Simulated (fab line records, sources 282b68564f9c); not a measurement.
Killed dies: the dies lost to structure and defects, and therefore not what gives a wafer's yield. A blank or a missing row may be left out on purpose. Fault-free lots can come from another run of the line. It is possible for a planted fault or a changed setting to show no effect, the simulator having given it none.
Which of the tools did it? + flow rit_cmos + Sampling: 14 lots, 42 wafers, 6 of 202 route steps

## WHAT THE GAUGES READ, wafer by wafer
RIT_FOX2_THK_MEAS_90. Usual: FIELD_OXIDE_LEFT_1_THK typically reads 325 nm, with standard deviation 4.8.
| lot  | measured    | on            | FIELD_OXIDE_LEFT_1_THK (nm) | flag |
|------|-------------|---------------|-----------------------------|------|
| L843 | day 2 08:47 | film_metro-03 | 316 324 325                 |      |
| L844 | day 2 12:47 | film_metro-03 | 323 326 327                 |      |
| L846 | day 2 22:42 | film_metro-01 | 326 326 328                 |      |
| L848 | day 3 07:41 | film_metro-01 | 322 325 325                 |      |
| L849 | day 3 11:56 | film_metro-04 | 322 325 326                 |      |
| L852 | day 4 03:51 | film_metro-04 | 336 328 332                 |      |
| L853 | day 4 08:48 | film_metro-04 | 318 312 324                 |      |
| L854 | day 4 14:11 | film_metro-04 | 327 329 333                 |      |
| L855 | day 4 19:05 | film_metro-04 | 328 329 334                 |      |
| L856 | day 4 23:08 | film_metro-01 | 326 322 327                 |      |
| L857 | day 5 05:50 | film_metro-04 | 321 329 327                 |      |
| L858 | day 5 11:10 | film_metro-04 | 327 322 324                 |      |
| L861 | day 6 00:56 | film_metro-04 | 328 326 328                 |      |
| L863 | day 6 11:19 | film_metro-04 | 320 317 319                 |      |

RIT_PWELL_TW_MEAS_10. Usual: PWELL_TW typically reads 952, with standard deviation 5.6.
| lot  | measured    | on            | PWELL_TW    | flag |
|------|-------------|---------------|-------------|------|
| L843 | day 2 12:01 | film_metro-02 | 948 951 948 |      |
| L844 | day 2 16:01 | film_metro-04 | 944 943 942 |      |
| L846 | day 3 02:00 | film_metro-04 | 951 949 948 |      |
| L848 | day 3 11:06 | film_metro-02 | 954 955 951 |      |
| L849 | day 3 15:31 | film_metro-04 | 952 945 949 |      |
| L852 | day 4 07:09 | film_metro-04 | 953 953 948 |      |
| L853 | day 4 12:02 | film_metro-04 | 958 952 950 |      |
| L854 | day 4 17:32 | film_metro-01 | 961 961 960 |      |
| L855 | day 4 22:26 | film_metro-04 | 952 949 951 |      |
| L856 | day 5 02:22 | film_metro-04 | 953 945 946 |      |
| L857 | day 5 09:04 | film_metro-04 | 955 942 952 |      |
| L858 | day 5 14:31 | film_metro-02 | 955 955 953 |      |
| L861 | day 6 04:11 | film_metro-01 | 959 962 966 |      |
| L863 | day 6 14:32 | film_metro-04 | 954 945 951 |      |

RIT_SPACER_THK_MEAS_04. Usual: SPACER_NITRIDE_THK typically reads 250.1 nm, with standard deviation 2.1.
| lot  | measured    | on            | SPACER_NITRIDE_THK (nm) | flag |
|------|-------------|---------------|-------------------------|------|
| L843 | day 3 12:54 | film_metro-03 | 251.9 253.7 251.4       |      |
| L844 | day 3 17:43 | film_metro-02 | 253.4 252.7 252.4       |      |
| L846 | day 4 03:26 | film_metro-04 | 251.9 250.2 250.9       |      |
| L848 | day 4 10:35 | film_metro-03 | 249.1 252.9 251.5       |      |
| L849 | day 4 15:48 | film_metro-04 | 253.0 253.8 250.4       |      |
| L852 | day 5 09:34 | film_metro-02 | 249.4 252.0 247.7       |      |
| L853 | day 5 13:06 | film_metro-04 | 248.2 247.7 248.2       |      |
| L854 | day 5 21:01 | film_metro-02 | 249.5 248.9 248.2       |      |
| L855 | day 5 23:40 | film_metro-02 | 246.6 248.8 246.7       |      |
| L856 | day 6 03:33 | film_metro-04 | 248.3 248.0 250.3       |      |
| L857 | day 6 07:14 | film_metro-04 | 249.6 250.3 250.2       |      |
| L858 | day 6 17:30 | film_metro-03 | 250.1 250.4 251.8       |      |
| L861 | day 7 04:50 | film_metro-02 | 271.2 270.5 271.8       | OFF  |
| L863 | day 7 18:02 | film_metro-04 | 266.6 267.8 267.5       | OFF  |

RIT_SDANNEAL_RS_MEAS_04: a four-point-probe measurement. Usual: PSD_RS typically reads 116.95 ohm/sq, with standard deviation 0.23.
| lot  | measured    | on            | PSD_RS (ohm/sq)      | flag |
|------|-------------|---------------|----------------------|------|
| L843 | day 3 16:34 | film_metro-03 | 116.91 116.65 117.26 |      |
| L844 | day 3 21:19 | film_metro-03 | 117.36 117.42 117.18 |      |
| L846 | day 4 07:06 | film_metro-02 | 116.86 116.86 116.91 |      |
| L848 | day 4 14:20 | film_metro-02 | 116.72 117.20 117.23 |      |
| L849 | day 4 19:18 | film_metro-03 | 116.82 116.90 116.69 |      |
| L852 | day 5 13:31 | film_metro-01 | 117.00 117.01 117.11 |      |
| L853 | day 5 16:43 | film_metro-03 | 116.87 116.76 116.94 |      |
| L854 | day 6 00:30 | film_metro-01 | 116.69 117.30 116.76 |      |
| L855 | day 6 03:20 | film_metro-02 | 117.11 117.25 117.11 |      |
| L856 | day 6 07:02 | film_metro-02 | 116.77 116.65 116.79 |      |
| L857 | day 6 10:49 | film_metro-02 | 117.51 117.12 117.51 |      |
| L858 | day 6 20:59 | film_metro-03 | 117.14 116.85 116.70 |      |
| L861 | day 7 08:28 | film_metro-02 | 117.12 117.02 117.35 |      |
| L863 | day 7 21:53 | film_metro-03 | 116.77 116.56 116.78 |      |

## EACH LOT AND THE TOOL THAT RAN IT (in order: tool; ch and the chambers of the sampled wafers; start)
| lot  | RIT_SPACER_CVD_03          | RIT_SPACER_ETCHBACK_05            |
|------|----------------------------|-----------------------------------|
| L843 | lpcvd-02 ch 1, day 3 10:58 | rie_diel-02 ch 0,1,3, day 3 12:57 |
| L844 | lpcvd-01 ch 1, day 3 15:48 | rie_diel-03 ch 0,1,3, day 3 17:47 |
| L846 | lpcvd-01 ch 0, day 4 01:31 | rie_diel-01 ch 0,1,3, day 4 03:29 |
| L848 | lpcvd-01 ch 1, day 4 08:39 | rie_diel-01 ch 2,3, day 4 10:37   |
| L849 | lpcvd-01 ch 0, day 4 13:52 | rie_diel-01 ch 0,2,3, day 4 15:50 |
| L852 | lpcvd-01 ch 1, day 5 07:39 | rie_diel-01 ch 0,3, day 5 09:37   |
| L853 | lpcvd-01 ch 1, day 5 11:11 | rie_diel-03 ch 0,2, day 5 13:10   |
| L854 | lpcvd-01 ch 1, day 5 19:05 | rie_diel-02 ch 1,2, day 5 21:04   |
| L855 | lpcvd-02 ch 1, day 5 21:44 | rie_diel-03 ch 1,2, day 5 23:43   |
| L856 | lpcvd-01 ch 1, day 6 01:36 | rie_diel-03 ch 0,2,3, day 6 03:36 |
| L857 | lpcvd-01 ch 0, day 6 05:20 | rie_diel-03 ch 0,2,3, day 6 07:18 |
| L858 | lpcvd-02 ch 0, day 6 15:35 | rie_diel-02 ch 0,1,3, day 6 17:34 |
| L861 | lpcvd-02 ch 0, day 7 02:53 | rie_diel-01 ch 0,1, day 7 04:52   |
| L863 | lpcvd-02 ch 0, day 7 16:05 | rie_diel-03 ch 1,2,3, day 7 18:04 |
- RIT_SPACER_CVD_03: deposits Si3N4 from SiH2Cl2/NH3, target thk 250 nm, time 3300 s.
- RIT_SPACER_ETCHBACK_05: etches Si3N4 in SF6/CHF3, stops on SiO2, target depth 250 nm, time 240 s.

## AS READ BY THE TOOLS THEMSELVES (means over the sampled wafers that have a number; for cases with no such wafer, the mark the record gives instead)
RIT_SPACER_CVD_03. Usual: 836 C for spike_tc_load_C, sd 3.9.
| lot  | tool     | spike_tc_load_C (C) | flag |
|------|----------|---------------------|------|
| L843 | lpcvd-02 | 837                 |      |
| L844 | lpcvd-01 | 839                 |      |
| L846 | lpcvd-01 | 833                 |      |
| L848 | lpcvd-01 | 838                 |      |
| L849 | lpcvd-01 | 832                 |      |
| L852 | lpcvd-01 | 839                 |      |
| L853 | lpcvd-01 | 837                 |      |
| L854 | lpcvd-01 | 839                 |      |
| L855 | lpcvd-02 | 838                 |      |
| L856 | lpcvd-01 | 839                 |      |
| L857 | lpcvd-01 | 832                 |      |
| L858 | lpcvd-02 | 828                 |      |
| L861 | lpcvd-02 | 828                 |      |
| L863 | lpcvd-02 | 828                 |      |

RIT_SPACER_ETCHBACK_05. Usual: drypump_motor_current_A 5.8 A, standard deviation 0.45; oes_product_au 0.845 a.u., standard deviation 0.014; throttle_valve_pct 10.31 %, standard deviation 0.2.
| lot  | tool        | drypump_motor_current_A (A) | oes_product_au (a.u.) | throttle_valve_pct (%) | flag |
|------|-------------|-----------------------------|-----------------------|------------------------|------|
| L843 | rie_diel-02 | 5.9                         | 0.844                 | 10.42                  |      |
| L844 | rie_diel-03 | 6.0                         | 0.852                 | 10.23                  |      |
| L846 | rie_diel-01 | 5.3                         | 0.857                 | 10.35                  |      |
| L848 | rie_diel-01 | 5.5                         | 0.835                 | 10.33                  |      |
| L849 | rie_diel-01 | 5.8                         | 0.847                 | 10.35                  |      |
| L852 | rie_diel-01 | 5.7                         | 0.853                 | 10.46                  |      |
| L853 | rie_diel-03 | 6.1                         | 0.844                 | 10.46                  |      |
| L854 | rie_diel-02 | 6.2                         | 0.843                 | 10.57                  |      |
| L855 | rie_diel-03 | 5.7                         | 0.838                 | 10.24                  |      |
| L856 | rie_diel-03 | 5.9                         | 0.843                 | 10.38                  |      |
| L857 | rie_diel-03 | 5.9                         | 0.846                 | 10.38                  |      |
| L858 | rie_diel-02 | 5.9                         | 0.840                 | 10.41                  |      |
| L861 | rie_diel-01 | 5.2                         | 0.920                 | 10.28                  | OFF  |
| L863 | rie_diel-03 | 5.8                         | 0.881                 | 10.19                  |      |

## THE ANSWER, worked out from the rows above alone
Rule: take the mean of a lot's wafers that have a number; if it is more than 3 standard deviations from the usual mean, the lot is off. A lot without any number at a reading at which 4 lots or more have one is off too. Where the step has rows for the other lots, those lots are counted as sound. First the gauges in route order, then the tools' own readings, where a lot's mean is used as printed above. At the first step where some lot is off, the reading lying furthest off is the one used; lots without a number count as furthest.
Off: at RIT_SPACER_THK_MEAS_04 (SPACER_NITRIDE_THK), L861, L863.
If a tool, at a process step before that reading, ran all the lots that are off and no sound lot after the first of them, it fits. The gauges at RIT_SPACER_THK_MEAS_04 are tried like those tools. One candidate fits, namely lpcvd-02 at RIT_SPACER_CVD_03. Its last sound lot is L858 (day 6 15:35), its first lot that is off L861 (day 7 02:53): a fault that began between those two fits.

## WHAT THE SIMULATOR PUT IN
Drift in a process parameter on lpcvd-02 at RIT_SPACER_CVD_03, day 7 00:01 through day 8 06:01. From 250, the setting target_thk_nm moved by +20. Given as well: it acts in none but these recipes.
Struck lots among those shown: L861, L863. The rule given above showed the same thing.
